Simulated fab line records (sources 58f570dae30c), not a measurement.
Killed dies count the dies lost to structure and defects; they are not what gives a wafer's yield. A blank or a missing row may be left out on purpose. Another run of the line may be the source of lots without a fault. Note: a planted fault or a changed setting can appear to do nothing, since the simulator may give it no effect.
Which tool is to blame? || flow berkeleyCmos170 || 13 lots with 39 wafers sampled at 5 steps, on a route of 331 steps

WHAT EACH GAUGE READ, for each wafer
UCB170_PFIELD_OVL_MEAS_06. Usual: PFIELD_OVL typically reads 0 nm, with standard deviation 5.1.
{"lot": "L873", "measured": "day 5 10:10", "on": "overlay-01", "PFIELD_OVL (nm)": "1 2 1", "flag": ""}
{"lot": "L875", "measured": "day 5 13:22", "on": "overlay-02", "PFIELD_OVL (nm)": "3 0 4", "flag": ""}
{"lot": "L876", "measured": "day 6 05:41", "on": "overlay-01", "PFIELD_OVL (nm)": "5 -2 4", "flag": ""}
{"lot": "L878", "measured": "day 6 10:14", "on": "overlay-01", "PFIELD_OVL (nm)": "-6 -6 -14", "flag": ""}
{"lot": "L881", "measured": "day 6 15:43", "on": "overlay-02", "PFIELD_OVL (nm)": "-2 3 -9", "flag": ""}
{"lot": "L880", "measured": "day 6 15:50", "on": "overlay-02", "PFIELD_OVL (nm)": "-2 -2 1", "flag": ""}
{"lot": "L883", "measured": "day 7 12:16", "on": "overlay-01", "PFIELD_OVL (nm)": "-4 1 -8", "flag": ""}
{"lot": "L884", "measured": "day 7 12:25", "on": "overlay-02", "PFIELD_OVL (nm)": "-5 6 4", "flag": ""}
{"lot": "L889", "measured": "day 8 20:34", "on": "overlay-02", "PFIELD_OVL (nm)": "8 3 2", "flag": ""}
{"lot": "L891", "measured": "day 9 06:01", "on": "overlay-02", "PFIELD_OVL (nm)": "5 0 0", "flag": ""}
{"lot": "L892", "measured": "day 9 05:44", "on": "overlay-02", "PFIELD_OVL (nm)": "-7 -7 -10", "flag": ""}
{"lot": "L893", "measured": "day 9 16:50", "on": "overlay-02", "PFIELD_OVL (nm)": "-3 0 1", "flag": ""}
{"lot": "L894", "measured": "day 9 17:06", "on": "overlay-01", "PFIELD_OVL (nm)": "-5 1 -3", "flag": ""}

UCB170_NVT_OVL_MEAS_06. Usual: NVT_OVL typically reads 2 nm, with standard deviation 4.8.
{"lot": "L873", "measured": "day 7 00:43", "on": "overlay-01", "NVT_OVL (nm)": "1 1 10", "flag": ""}
{"lot": "L875", "measured": "day 7 00:35", "on": "overlay-02", "NVT_OVL (nm)": "0 1 1", "flag": ""}
{"lot": "L876", "measured": "day 7 17:38", "on": "overlay-01", "NVT_OVL (nm)": "-4 -6 -5", "flag": ""}
{"lot": "L878", "measured": "day 7 16:45", "on": "overlay-01", "NVT_OVL (nm)": "0 -2 1", "flag": ""}
{"lot": "L881", "measured": "day 8 02:38", "on": "overlay-02", "NVT_OVL (nm)": "1 -2 1", "flag": ""}
{"lot": "L880", "measured": "day 8 02:56", "on": "overlay-01", "NVT_OVL (nm)": "7 13 11", "flag": ""}
{"lot": "L883", "measured": "day 9 00:28", "on": "overlay-01", "NVT_OVL (nm)": "7 1 5", "flag": ""}
{"lot": "L884", "measured": "day 9 00:21", "on": "overlay-02", "NVT_OVL (nm)": "- - -", "flag": "OFF"}
{"lot": "L889", "measured": "day 10 11:58", "on": "overlay-01", "NVT_OVL (nm)": "3 2 3", "flag": ""}
{"lot": "L891", "measured": "day 10 17:43", "on": "overlay-01", "NVT_OVL (nm)": "2 2 6", "flag": ""}
{"lot": "L892", "measured": "day 10 17:26", "on": "overlay-02", "NVT_OVL (nm)": "-1 -1 5", "flag": ""}
{"lot": "L893", "measured": "day 11 01:23", "on": "overlay-01", "NVT_OVL (nm)": "3 1 6", "flag": ""}
{"lot": "L894", "measured": "day 11 01:16", "on": "overlay-02", "NVT_OVL (nm)": "7 3 6", "flag": ""}

UCB170_NVT_TW_MEAS_09. Usual: NVT_TW typically reads 523, with standard deviation 4.6.
{"lot": "L873", "measured": "day 7 01:00", "on": "filmMetro-02", "NVT_TW": "521 517 521", "flag": ""}
{"lot": "L875", "measured": "day 7 00:53", "on": "filmMetro-04", "NVT_TW": "530 533 534", "flag": ""}
{"lot": "L876", "measured": "day 7 17:56", "on": "filmMetro-01", "NVT_TW": "522 519 522", "flag": ""}
{"lot": "L878", "measured": "day 7 17:02", "on": "filmMetro-02", "NVT_TW": "520 521 523", "flag": ""}
{"lot": "L881", "measured": "day 8 02:56", "on": "filmMetro-04", "NVT_TW": "532 532 531", "flag": ""}
{"lot": "L880", "measured": "day 8 03:14", "on": "filmMetro-02", "NVT_TW": "519 519 520", "flag": ""}
{"lot": "L883", "measured": "day 9 00:45", "on": "filmMetro-02", "NVT_TW": "521 523 522", "flag": ""}
{"lot": "L884", "measured": "day 9 00:38", "on": "filmMetro-04", "NVT_TW": "30 31 30 30 30 30", "flag": "OFF"}
{"lot": "L889", "measured": "day 10 12:15", "on": "filmMetro-01", "NVT_TW": "520 521 521", "flag": ""}
{"lot": "L891", "measured": "day 10 18:01", "on": "filmMetro-01", "NVT_TW": "518 517 522", "flag": ""}
{"lot": "L892", "measured": "day 10 17:43", "on": "filmMetro-04", "NVT_TW": "528 528 530", "flag": ""}
{"lot": "L893", "measured": "day 11 01:40", "on": "filmMetro-02", "NVT_TW": "521 522 522", "flag": ""}
{"lot": "L894", "measured": "day 11 01:33", "on": "filmMetro-04", "NVT_TW": "525 529 530", "flag": ""}

WHAT TOOL EACH LOT RAN ON (gives the tool, then ch and the chambers of the sampled wafers, and finally the start)
{"lot": "L873", "UCB170_ACTIVE_STRIP_16": "plasmaAsher-01 ch 0,1, day 5 06:23", "UCB170_NVT_EXPOSE_03": "krfScanner-01 ch 0, day 6 23:59"}
{"lot": "L875", "UCB170_ACTIVE_STRIP_16": "plasmaAsher-04 ch 0,1, day 5 11:53", "UCB170_NVT_EXPOSE_03": "krfScanner-01 ch 0, day 6 23:52"}
{"lot": "L876", "UCB170_ACTIVE_STRIP_16": "plasmaAsher-02 ch 0,1, day 6 00:55", "UCB170_NVT_EXPOSE_03": "krfScanner-02 ch 0, day 7 16:20"}
{"lot": "L878", "UCB170_ACTIVE_STRIP_16": "plasmaAsher-02 ch 0,1, day 6 07:47", "UCB170_NVT_EXPOSE_03": "krfScanner-01 ch 0, day 7 15:53"}
{"lot": "L881", "UCB170_ACTIVE_STRIP_16": "plasmaAsher-02 ch 0,1, day 6 13:33", "UCB170_NVT_EXPOSE_03": "krfScanner-01 ch 0, day 8 02:15"}
{"lot": "L880", "UCB170_ACTIVE_STRIP_16": "plasmaAsher-04 ch 0,1, day 6 13:49", "UCB170_NVT_EXPOSE_03": "krfScanner-02 ch 0, day 8 02:33"}
{"lot": "L883", "UCB170_ACTIVE_STRIP_16": "plasmaAsher-04 ch 0,1, day 7 10:34", "UCB170_NVT_EXPOSE_03": "krfScanner-02 ch 0, day 8 23:47"}
{"lot": "L884", "UCB170_ACTIVE_STRIP_16": "plasmaAsher-01 ch 0,1, day 7 10:49", "UCB170_NVT_EXPOSE_03": "krfScanner-01 ch 0, day 8 23:32"}
{"lot": "L889", "UCB170_ACTIVE_STRIP_16": "plasmaAsher-04 ch 0,1, day 8 19:19", "UCB170_NVT_EXPOSE_03": "krfScanner-01 ch 0, day 10 11:35"}
{"lot": "L891", "UCB170_ACTIVE_STRIP_16": "plasmaAsher-02 ch 0,1, day 9 01:19", "UCB170_NVT_EXPOSE_03": "krfScanner-01 ch 0, day 10 17:19"}
{"lot": "L892", "UCB170_ACTIVE_STRIP_16": "plasmaAsher-02 ch 0,1, day 9 01:36", "UCB170_NVT_EXPOSE_03": "krfScanner-02 ch 0, day 10 17:02"}
{"lot": "L893", "UCB170_ACTIVE_STRIP_16": "plasmaAsher-01 ch 0, day 9 15:26", "UCB170_NVT_EXPOSE_03": "krfScanner-02 ch 0, day 11 01:00"}
{"lot": "L894", "UCB170_ACTIVE_STRIP_16": "plasmaAsher-04 ch 0,1, day 9 15:42", "UCB170_NVT_EXPOSE_03": "krfScanner-02 ch 0, day 11 00:52"}
- UCB170_ACTIVE_STRIP_16: strips in O2.
- UCB170_NVT_EXPOSE_03: exposes mask PWELL, target cd 3000 nm.

AS READ BY THE TOOLS THEMSELVES (means over the sampled wafers that have a number; for cases with no such wafer, the mark the record gives instead)
UCB170_ACTIVE_STRIP_16. Usual: drypumpMotorCurrentA 5.9 A, standard deviation 0.45; oesProductAu 0.720 a.u., standard deviation 0.0044; stripTimeToEndpointS 18.05 s, standard deviation 0.093.
{"lot": "L873", "tool": "plasmaAsher-01", "drypumpMotorCurrentA (A)": 6.4, "oesProductAu (a.u.)": 0.722, "stripTimeToEndpointS (s)": 18.07, "flag": ""}
{"lot": "L875", "tool": "plasmaAsher-04", "drypumpMotorCurrentA (A)": 5.7, "oesProductAu (a.u.)": 0.724, "stripTimeToEndpointS (s)": 17.92, "flag": ""}
{"lot": "L876", "tool": "plasmaAsher-02", "drypumpMotorCurrentA (A)": 5.9, "oesProductAu (a.u.)": 0.720, "stripTimeToEndpointS (s)": 18.19, "flag": ""}
{"lot": "L878", "tool": "plasmaAsher-02", "drypumpMotorCurrentA (A)": 5.9, "oesProductAu (a.u.)": 0.721, "stripTimeToEndpointS (s)": 18.09, "flag": ""}
{"lot": "L881", "tool": "plasmaAsher-02", "drypumpMotorCurrentA (A)": 5.9, "oesProductAu (a.u.)": 0.724, "stripTimeToEndpointS (s)": 18.19, "flag": ""}
{"lot": "L880", "tool": "plasmaAsher-04", "drypumpMotorCurrentA (A)": 5.7, "oesProductAu (a.u.)": 0.720, "stripTimeToEndpointS (s)": 17.97, "flag": ""}
{"lot": "L883", "tool": "plasmaAsher-04", "drypumpMotorCurrentA (A)": 5.7, "oesProductAu (a.u.)": 0.723, "stripTimeToEndpointS (s)": 18.05, "flag": ""}
{"lot": "L884", "tool": "plasmaAsher-01", "drypumpMotorCurrentA (A)": 6.4, "oesProductAu (a.u.)": 0.718, "stripTimeToEndpointS (s)": 18.07, "flag": ""}
{"lot": "L889", "tool": "plasmaAsher-04", "drypumpMotorCurrentA (A)": 5.7, "oesProductAu (a.u.)": 0.725, "stripTimeToEndpointS (s)": 18.05, "flag": ""}
{"lot": "L891", "tool": "plasmaAsher-02", "drypumpMotorCurrentA (A)": 5.7, "oesProductAu (a.u.)": 0.718, "stripTimeToEndpointS (s)": 18.09, "flag": ""}
{"lot": "L892", "tool": "plasmaAsher-02", "drypumpMotorCurrentA (A)": 5.9, "oesProductAu (a.u.)": 0.720, "stripTimeToEndpointS (s)": 18.11, "flag": ""}
{"lot": "L893", "tool": "plasmaAsher-01", "drypumpMotorCurrentA (A)": 6.5, "oesProductAu (a.u.)": 0.721, "stripTimeToEndpointS (s)": 17.99, "flag": ""}
{"lot": "L894", "tool": "plasmaAsher-04", "drypumpMotorCurrentA (A)": 5.5, "oesProductAu (a.u.)": 0.720, "stripTimeToEndpointS (s)": 18.14, "flag": ""}

UCB170_NVT_EXPOSE_03. Usual: reticleTempC 22.96 C, standard deviation 0.11.
{"lot": "L873", "tool": "krfScanner-01", "reticleTempC (C)": 22.87, "flag": ""}
{"lot": "L875", "tool": "krfScanner-01", "reticleTempC (C)": 22.84, "flag": ""}
{"lot": "L876", "tool": "krfScanner-02", "reticleTempC (C)": 23.15, "flag": ""}
{"lot": "L878", "tool": "krfScanner-01", "reticleTempC (C)": 22.88, "flag": ""}
{"lot": "L881", "tool": "krfScanner-01", "reticleTempC (C)": 22.91, "flag": ""}
{"lot": "L880", "tool": "krfScanner-02", "reticleTempC (C)": 22.93, "flag": ""}
{"lot": "L883", "tool": "krfScanner-02", "reticleTempC (C)": 22.94, "flag": ""}
{"lot": "L884", "tool": "krfScanner-01", "reticleTempC (C)": 23.04, "flag": ""}
{"lot": "L889", "tool": "krfScanner-01", "reticleTempC (C)": 22.89, "flag": ""}
{"lot": "L891", "tool": "krfScanner-01", "reticleTempC (C)": 23.01, "flag": ""}
{"lot": "L892", "tool": "krfScanner-02", "reticleTempC (C)": 22.86, "flag": ""}
{"lot": "L893", "tool": "krfScanner-02", "reticleTempC (C)": 22.95, "flag": ""}
{"lot": "L894", "tool": "krfScanner-02", "reticleTempC (C)": 23.00, "flag": ""}

THE ANSWER, worked out from the rows above alone
Rule: take the mean of a lot's wafers that have a number; if it is more than 3 standard deviations from the usual mean, the lot is off. A lot without any number at a reading at which 4 lots or more have one is off too. All remaining lots with rows at the step are treated as sound. The gauges are gone through in route order, then the tools' own readings, and for those a lot's mean is taken as printed above. The first step at which some lot is off is used, and at that step the reading that is off furthest; a lot without a number counts as furthest.
Off: L884, seen at UCB170_NVT_OVL_MEAS_06 (NVT_OVL). Without a number there: L884.
A tool fits if, at a process step before that reading, it ran every lot that is off, and no sound lot after the first of them. The gauges at UCB170_NVT_OVL_MEAS_06 aren't tried: what is off there is off at UCB170_NVT_TW_MEAS_09 too, on other tools, and a gauge's error can't cause that. No candidate that was tried fits.

WHAT HAD BEEN PUT IN BY THE SIMULATOR
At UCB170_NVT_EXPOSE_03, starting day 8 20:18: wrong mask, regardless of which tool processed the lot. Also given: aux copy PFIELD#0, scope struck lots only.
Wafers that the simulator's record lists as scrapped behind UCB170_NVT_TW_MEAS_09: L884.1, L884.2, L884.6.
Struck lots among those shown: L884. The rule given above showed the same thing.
